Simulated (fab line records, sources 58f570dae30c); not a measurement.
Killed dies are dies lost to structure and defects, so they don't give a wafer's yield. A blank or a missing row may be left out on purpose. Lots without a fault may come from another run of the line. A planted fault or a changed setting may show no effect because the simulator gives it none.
A struck lot beside a sound one | flow berkeley_cmos170 | 33 steps out of a route of 331
Sound: wafers L294.1, L294.5, L294.6. Struck: wafers L277.1, L277.2, L277.3. The cause comes at the end.
At each step with rows: each side's tool, then ch and its chambers, then its first start. Under that, the readings that differ: sound wafers | struck wafers | difference of the means | sigmas: that difference in standard deviations of wafers without a fault.
alike: readings whose means differ by less than 2 such deviations, and words and numbers that are the same on both sides. not compared: withheld readings, readings that some wafer has no value for, bounds like >300 that may hide the same value, and numbers for which the record gives no deviation and whose values overlap.
The two part at a step that has a row with sigmas, a row that says differs or no value, or rows on one side only. Numbers that don't overlap but have no deviation are shown without sigmas and don't part them. A reading that every wafer of one side lacks parts them only if that side has two wafers or more.

first, 6 steps without rows for these wafers: UCB170_SDANNEAL_RTA_01 (time 5 s); UCB170_SILICIDE_PRE_CLEAN_00 (preclean etch time 60 s); UCB170_SILICIDE_SPUTTER_01 (material Ti, target thk 30 nm, time 25 s); UCB170_SILICIDE_RTA_04 (time 15 s); UCB170_SILICIDE_WET_ETCH_05 (etches Ti in SPM, time 45 s); UCB170_CONTACT_CLEAN_00 (cleans in SPM, time 600 s).
UCB170_CONTACT_CVD_01: deposits PSG from SiH4/O2/PH3, target thk 700 nm, time 2820 s.
  sound on lpcvd-02 ch 0, day 10 03:01; struck on lpcvd-02 ch 0, day 7 04:34
  reading                                 | sound             | struck            | difference | sigmas
  ph3_flow_sccm (sccm)                    | 25.08 25.00 25.02 | 29.97 30.10 29.99 | +4.99      | +71
  model.PSG_of_CONTACT_CVD_01.thk_nm (nm) | 701.5 699.3 702.9 | 720.2 719.3 718.4 | +18.1      |
  alike: o2_flow_sccm, sih4_flow_sccm, spike_tc_load_C
UCB170_CONTACT_THK_MEAS_02:
  sound on film_metro-01, day 10 04:48; struck on film_metro-04, day 7 06:22
  reading              | sound       | struck      | difference | sigmas
  CONTACT_PSG_THK (nm) | 702 700 703 | 720 720 718 | +18        | +3
then, 13 steps without rows for these wafers: UCB170_CONTACT_HMDS_03 (prime time 60 s); UCB170_CONTACT_COAT_04 (resist thk 900 nm); UCB170_CONTACT_SOFTBAKE_05 (time 60 s); UCB170_CONTACT_STRIP_06 (strips in O2); UCB170_CONTACT_CLEAN_07 (cleans in SPM, time 600 s); UCB170_CONTACT_RTA_08 (time 10 s); UCB170_CONTACT_COAT_09; UCB170_CONTACT_COAT_10 (resist thk 900 nm); UCB170_CONTACT_SOFTBAKE_11 (time 60 s); UCB170_CONTACT_EXPOSE_12 (exposes mask CONT, target cd 700 nm); UCB170_CONTACT_PEB_13; UCB170_CONTACT_DEVELOP_14 (develop time 45 s); UCB170_CONTACT_ETCH_17 (etches BARC in N2/H2).
UCB170_CONTACT_ETCH_18: etches PSG in CHF3/CF4/Ar, stops on TiSi2, target depth 840 nm, time 195 s.
  sound on rie_diel-02 ch 0,1,3; struck on rie_diel-02 ch 0,1,2
  reading                             | sound             | struck            | difference | sigmas
  model.etch.depth_nm (nm)            | 701.5 699.3 702.9 | 720.2 719.3 718.4 | +18.1      |
  model.CONTACT.feature_depth_nm (nm) | 701.5 699.3 702.9 | 720.2 719.3 718.4 | +18.1      |
  alike: chamber_pressure_mTorr, drypump_motor_current_A, oes_product_au, throttle_valve_pct
  not compared: rf_hours_counter_h
then, 9 steps without rows for these wafers: UCB170_CONTACT_STRIP_19 (strips in O2); UCB170_CONTACT_CLEAN_20 (cleans in SPM, time 600 s); UCB170_M1_SPUTTER_00 (material Al, target thk 600 nm, time 80 s); UCB170_M1_COAT_03; UCB170_M1_COAT_04 (resist thk 900 nm); UCB170_M1_SOFTBAKE_05 (time 60 s); UCB170_M1_EXPOSE_06 (exposes mask METAL1, target cd 700 nm); UCB170_M1_PEB_07; UCB170_M1_DEVELOP_08 (develop time 45 s).
UCB170_M1_METAL_ETCH_12: etches Al in Cl2/BCl3, stops on PSG, target depth 780 nm, time 130 s.
  sound on rie_metal-03 ch 0,1, day 10 09:33; struck on rie_metal-03 ch 0,1, day 7 13:17
  reading                                 | sound             | struck            | difference | sigmas
  model.PSG_of_CONTACT_CVD_01.thk_nm (nm) | 663.5 661.6 664.8 | 682.7 681.3 680.3 | +18.1      |
  alike: chamber_pressure_mTorr, drypump_motor_current_A, oes_product_au, throttle_valve_pct
  not compared: rf_hours_counter_h
UCB170_M3_PROBE_99:
  the record has rows for the struck wafers here (prober-02, day 8 05:37) and none for the sound ones

WHERE THEY PART
First at UCB170_CONTACT_CVD_01; last, within this record, at UCB170_M3_PROBE_99.

WHY: what the simulator had put in
Process parameter drift: lpcvd-02, from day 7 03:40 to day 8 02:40, at UCB170_CONTACT_CVD_01. Setting ph3_flow_sccm, moved by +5, from 25.
